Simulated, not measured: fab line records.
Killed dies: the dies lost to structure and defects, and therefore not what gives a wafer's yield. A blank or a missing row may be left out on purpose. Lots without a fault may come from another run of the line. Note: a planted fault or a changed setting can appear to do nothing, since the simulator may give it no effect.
Code-filled problem report in 8D (eight disciplines) form || flow berkeleyCmos170 || the parts of the form that need people (team, actions taken, sign-off) are left out

## 1. WHAT WENT WRONG
Wafers free of any fault read 1007 (standard deviation 7.7) for PLDD_TW at UCB170_PLDD_TW_MEAS_11, against a mean of 1066 on 6 wafers of 2 lots. That puts it +7.7 standard deviations away from the usual mean.
Seen first at day 8 13:02 on filmMetro-01, wafer L199.1. At this step, 42 wafers from 14 lots have a number in the record. Rule for "out", or "out of limits": more than 4 standard deviations from the usual mean. All remaining wafers that have a number are taken as sound.

## 2. WHAT IT IS, AND WHAT IT ISN'T
{"question": "which readings at this step", "is": "PLDD_TW", "is not": "-"}
{"question": "which lots", "is": "L199, L201", "is not": "L189, L190, L191, L193, L198, L203, L206, L208, L209, L210, L211, L212"}
{"question": "which wafers of those lots", "is": "all that have a number", "is not": "-"}
{"question": "read on which gauges", "is": "filmMetro-01", "is not": "filmMetro-02, filmMetro-03"}
{"question": "when", "is": "from day 8 13:02", "is not": "up to then (15 sound wafers); but 21 sound wafers of L203, L206, L208, L209, L210, L211, L212 came after"}

## 3. THE SUSPECTS, EACH WITH WHAT RULES IT OUT
Counting: a tool stays on the suspect list if, at a process step up to the reading, it processed all lots that are out and no sound lot following the first of them.
- the gauge at UCB170_PLDD_TW_MEAS_11 is ruled out. All the wafers that are out were read on filmMetro-01, but those of them that UCB170_PLDD_IMPLANT_08 has rows for are out there too, on other tools.
- implanter-02 at UCB170_PLDD_IMPLANT_08: kept. It processed each lot that is out, first L199 at day 8 12:38, and no sound lot thereafter; up to then, the last sound lot it processed was L190 at day 6 14:40. On those wafers its own readings are out: beamOnS, doseIonsCm2, faradayCurrentUA.
The count leaves implanter-02 at UCB170_PLDD_IMPLANT_08.

## 4. THE CAUSE (what the simulator had put in)
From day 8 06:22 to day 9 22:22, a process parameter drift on implanter-02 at UCB170_PLDD_IMPLANT_08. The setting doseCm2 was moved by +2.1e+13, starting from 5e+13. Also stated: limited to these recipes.
Only this tool survived the counting.

## 5. SEQUENCE OF EFFECTS, ordered by route
One row per reading whose mean, taken over the struck wafers that have a number, lies over 3 standard deviations from the usual. Only readings whose record carries a usual standard deviation are examined. hours: median over the lots of the time between each lot's start at the first step of this table that gives one and its start at this step. sigmas: the change, counted in usual standard deviations.
{"hours": 0, "step": "UCB170_PLDD_IMPLANT_08", "reading": "beamOnS", "usual": "10.00 s", "on struck wafers": 11.88, "change": "+1.88", "sigmas": "+9.4"}
{"hours": 0, "step": "UCB170_PLDD_IMPLANT_08", "reading": "doseIonsCm2", "usual": 5.002e+13, "on struck wafers": 7.102e+13, "change": "+2.100e+13", "sigmas": "+99 or more"}
{"hours": 0, "step": "UCB170_PLDD_IMPLANT_08", "reading": "faradayCurrentUA", "usual": 159, "on struck wafers": 189, "change": "+30", "sigmas": "+9.7"}
{"hours": 0, "step": "UCB170_PLDD_TW_MEAS_11", "reading": "PLDD_TW", "usual": 1007, "on struck wafers": 1066, "change": "+60", "sigmas": "+7.7"}
{"hours": 15, "step": "UCB170_SDANNEAL_RS_MEAS_04", "reading": "PLDD_RS", "usual": "1031.3 ohm/sq", "on struck wafers": 886.6, "change": -144.7, "sigmas": -50}
The process steps in it:
- UCB170_PLDD_IMPLANT_08

## 6. WHAT WOULD HAVE CAUGHT IT SOONER
7 hours passed between the start of the fault at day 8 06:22 and the first reading out of limits at a measuring or inspecting step in this record, taken at day 8 13:02.
The tool's own readings at UCB170_PLDD_IMPLANT_08 were out on every struck wafer that the step has a row for (beamOnS, doseIonsCm2, faradayCurrentUA): an alarm limit on them would have fired on the first of those.
By day 8 13:02 the whole set of lots that are out, 2 in number, had already begun UCB170_PLDD_IMPLANT_08 on implanter-02. Holding the tool at that point would not have protected any of them.
